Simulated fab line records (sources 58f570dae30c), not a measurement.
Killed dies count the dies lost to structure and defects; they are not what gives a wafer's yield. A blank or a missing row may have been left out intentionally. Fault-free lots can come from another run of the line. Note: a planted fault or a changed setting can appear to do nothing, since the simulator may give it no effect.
Which tool is to blame?    flow berkeley_cmos170    14 lots, 42 wafers sampled, at 1 step of a route of 331

## WHAT THE GAUGES SHOWED, per wafer
UCB170_V1_BOW_MEAS_03. Usual: for V1_BOW the level is 19 um and the standard deviation is 6.8.
lot   measured      on             V1_BOW (um)  flag
L117  day 8 03:13   film_metro-01  17 26 18     
L120  day 8 15:34   film_metro-01  29 12 11     
L118  day 8 16:54   film_metro-01  12 14 18     
L119  day 8 18:18   film_metro-04  14 14 21     
L121  day 9 05:04   film_metro-04  18 11 16     
L122  day 9 06:25   film_metro-01  19 15 18     
L123  day 9 16:25   film_metro-04  26 12 30     
L124  day 9 17:47   film_metro-04  19 21 16     
L126  day 10 09:41  film_metro-01  26 21 27     
L130  day 11 01:30  film_metro-01  22 26 16     
L134  day 12 04:59  film_metro-03  27 29 28     
L136  day 12 14:50  film_metro-03  19 20 20     
L138  day 13 18:19  film_metro-03  17 17 28     
L139  day 13 18:20  film_metro-01  20 41 21     

## WHICH TOOL RAN EACH LOT (tool, then ch and the chambers of the sampled wafers, then the start)
There is no process step in the record ahead of these readings.

## WHAT THE TOOLS THEMSELVES READ (means of the sampled wafers that have a number; where no wafer has one, the mark that the record gives instead)
The record holds no such reading with a usual standard deviation.

## THE ANSWER, worked out from the rows above alone
Rule: a lot counts as off when the mean over its wafers that have a number is more than 3 standard deviations away from the usual mean. A lot without any number at a reading at which 4 lots or more have one is off too. All remaining lots with rows at the step are treated as sound. First the gauges in route order, then the tools' own readings, where a lot's mean is used as printed above. At the first step where some lot is off, the reading lying furthest off is the one used; lots without a number count as furthest.
No lot is off on any of the readings shown, so nothing can be concluded from this.

## WHAT HAD BEEN PUT IN BY THE SIMULATOR
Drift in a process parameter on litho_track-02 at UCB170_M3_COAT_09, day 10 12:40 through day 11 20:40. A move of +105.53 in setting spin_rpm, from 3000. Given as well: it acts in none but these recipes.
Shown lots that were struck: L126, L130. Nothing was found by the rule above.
